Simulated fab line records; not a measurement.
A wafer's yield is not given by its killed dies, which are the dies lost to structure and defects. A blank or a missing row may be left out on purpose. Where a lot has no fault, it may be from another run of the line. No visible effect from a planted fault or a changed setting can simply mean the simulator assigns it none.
What tool caused it? | flow ritCmos | 14 lots, 42 wafers sampled, at 5 steps of a route of 202

== WHAT THE GAUGES SHOWED, per wafer ==
RIT_PLDD_OVL_MEAS_06.
lot  | measured    | on         | PLDD_OVL (nm)
L480 | day 2 20:40 | overlay-02 | 1.5 1.6 -0.1
L481 | day 3 00:33 | overlay-01 | -0.1 -0.5 -0.1
L482 | day 3 11:10 | overlay-02 | -0.2 1.3 0.4
L484 | day 3 22:27 | overlay-02 | 0.5 2.1 0.1
L485 | day 4 01:27 | overlay-02 | 0.1 0.9 -0.4
L487 | day 4 12:14 | overlay-02 | 2.2 -0.8 -0.4
L488 | day 4 19:44 | overlay-02 | 1.5 0.0 3.0
L489 | day 5 00:47 | overlay-02 | 0.6 1.2 0.2
L495 | day 6 09:34 | overlay-01 | - - -
L498 | day 7 07:05 | overlay-02 | -4.0 -2.8 -1.4
L497 | day 7 07:20 | overlay-01 | - - -
L499 | day 7 11:26 | overlay-01 | -4.2 -2.2 -2.4
L500 | day 7 22:12 | overlay-02 | 0.4 -0.2 2.4
L502 | day 8 10:43 | overlay-01 | 0.3 -1.3 -2.6

RIT_M1_THK_MEAS_02: measures by xrf.
lot  | measured    | on           | M1_AL_THK (nm)
L480 | day 3 07:04 | filmMetro-02 | 410 413 406
L481 | day 3 11:45 | filmMetro-03 | 407 408 406
L482 | day 3 21:31 | filmMetro-02 | 405 401 400
L484 | day 4 09:40 | filmMetro-02 | 409 407 400
L485 | day 4 12:52 | filmMetro-03 | 395 399 407
L487 | day 4 22:38 | filmMetro-01 | 407 404 398
L488 | day 5 06:04 | filmMetro-02 | 406 401 402
L489 | day 5 11:06 | filmMetro-02 | 408 407 415
L495 | day 6 20:00 | filmMetro-03 | 407 397 399
L498 | day 7 17:22 | filmMetro-02 | 406 401 401
L497 | day 7 18:07 | filmMetro-02 | 412 412 410
L499 | day 7 21:57 | filmMetro-01 | 410 403 406
L500 | day 8 08:33 | filmMetro-01 | 410 409 406
L502 | day 8 21:21 | filmMetro-02 | 407 403 403

RIT_M1_CD_MEAS_90: the cd target is 2600 nm.
lot  | measured    | on       | cdNm (nm)
L480 | day 3 08:55 | cdSem-02 | 2599.6 2601.6 2600.8
L481 | day 3 13:37 | cdSem-02 | 2607.7 2600.1 2605.1
L482 | day 3 23:34 | cdSem-02 | 2600.4 2598.5 2595.9
L484 | day 4 11:40 | cdSem-02 | 2599.6 2603.1 2602.6
L485 | day 4 14:51 | cdSem-01 | 2601.1 2598.7 2602.0
L487 | day 5 00:30 | cdSem-01 | 2600.7 2599.7 2599.1
L488 | day 5 08:02 | cdSem-01 | 2598.7 2599.0 2599.2
L489 | day 5 13:15 | cdSem-01 | 2601.3 2598.1 2598.2
L495 | day 6 21:59 | cdSem-02 | 2599.7 2600.4 2602.3
L498 | day 7 19:35 | cdSem-01 | 2596.0 2597.4 2598.5
L497 | day 7 20:20 | cdSem-01 | 2595.6 2595.6 2595.6
L499 | day 8 00:01 | cdSem-01 | 2601.4 2602.3 2600.8
L500 | day 8 10:40 | cdSem-01 | 2599.0 2599.6 2599.3
L502 | day 8 23:22 | cdSem-02 | 2599.0 2596.0 2598.1

== WHICH TOOL RAN EACH LOT (tool, then ch and the chambers of the sampled wafers, then the start) ==
lot  | RIT_PLDD_EXPOSE_03                | RIT_CONTACT_CVD_00
L480 | ilineStepper-01 ch 0, day 2 20:16 | pecvd-01 ch 0,2, day 3 04:17
L481 | ilineStepper-02 ch 0, day 3 00:08 | pecvd-03 ch 0,1,2, day 3 09:05
L482 | ilineStepper-02 ch 0, day 3 10:47 | pecvd-02 ch 0,2, day 3 18:44
L484 | ilineStepper-01 ch 0, day 3 21:56 | pecvd-03 ch 0,2, day 4 07:01
L485 | ilineStepper-02 ch 0, day 4 01:04 | pecvd-02 ch 0,2, day 4 10:02
L487 | ilineStepper-02 ch 0, day 4 11:50 | pecvd-03 ch 0,1,2, day 4 19:51
L488 | ilineStepper-01 ch 0, day 4 19:20 | pecvd-02 ch 0,1, day 5 03:12
L489 | ilineStepper-02 ch 0, day 5 00:24 | pecvd-01 ch 0,2, day 5 08:26
L495 | ilineStepper-01 ch 0, day 6 09:10 | pecvd-02 ch 0,1,2, day 6 17:14
L498 | ilineStepper-02 ch 0, day 7 06:42 | pecvd-02 ch 0,1,2, day 7 14:43
L497 | ilineStepper-01 ch 0, day 7 06:56 | pecvd-01 ch 0,1, day 7 15:10
L499 | ilineStepper-02 ch 0, day 7 11:02 | pecvd-03 ch 1,2, day 7 19:14
L500 | ilineStepper-02 ch 0, day 7 21:48 | pecvd-02 ch 0,1, day 8 05:46
L502 | ilineStepper-02 ch 0, day 8 10:15 | pecvd-02 ch 0,1,2, day 8 18:22
- RIT_PLDD_EXPOSE_03: exposes mask M8, target cd 40900 nm.
- RIT_CONTACT_CVD_00: deposits SiO2 from TEOS, target thk 400 nm, time 61 s.

== AS READ BY THE TOOLS THEMSELVES (means over the sampled wafers that have a number; for cases with no such wafer, the mark the record gives instead) ==
RIT_CONTACT_CVD_00.
lot  | tool     | heaterPowerW (W) | susceptorTempC (C)
L480 | pecvd-01 | 287              | 390.01
L481 | pecvd-03 | 322              | 389.74
L482 | pecvd-02 | 305              | 389.85
L484 | pecvd-03 | 308              | 389.89
L485 | pecvd-02 | 297              | 389.95
L487 | pecvd-03 | 298              | 390.02
L488 | pecvd-02 | 284              | 389.78
L489 | pecvd-01 | 306              | 389.97
L495 | pecvd-02 | 302              | 389.96
L498 | pecvd-02 | 320              | 389.97
L497 | pecvd-01 | 311              | 389.90
L499 | pecvd-03 | 296              | 389.83
L500 | pecvd-02 | 326              | 389.89
L502 | pecvd-02 | 286              | 389.99

== THE ANSWER, worked out from the rows above alone ==
Rule: what is usual is taken from the lots themselves. Put in order of their means at a reading, lots are off if they are a third of the lots or fewer, leave a main group of 4 or more, and stand apart from it by a gap of 3 or more times the standard deviation of the main group's means; of several such gaps the widest counts. Not used: any main group whose means are identical at the precision the tables above print for the reading. Also off: a lot with no number at a reading for which 4 or more lots have one. Any other lot the step has rows for is counted as sound. First the gauges in route order, then the tools' own readings, where a lot's mean is used as printed above. The first step at which some lot is off is used, and at that step the reading that is off furthest; a lot without a number counts as furthest.
Off: L495, L497, seen at RIT_PLDD_OVL_MEAS_06 (PLDD_OVL). Without a number there: L495, L497. For the main group the mean is -0.1 nm and the standard deviation 1.4.
If a tool, at a process step before that reading, ran all the lots that are off and no sound lot after the first of them, it fits. Gauges at RIT_PLDD_OVL_MEAS_06: tried the same way as those tools. One fits: ilineStepper-01 at RIT_PLDD_EXPOSE_03. Its last sound lot is L488 (day 4 19:20), its first lot that is off L495 (day 6 09:10): a fault that began between those two fits.

== WHAT THE SIMULATOR PUT IN ==
Scanner matching overlay: ilineStepper-01, from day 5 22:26 on, at RIT_PLDD_EXPOSE_03. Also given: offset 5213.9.
Struck lots among those shown: L495, L497. This agrees with what the rule above found.
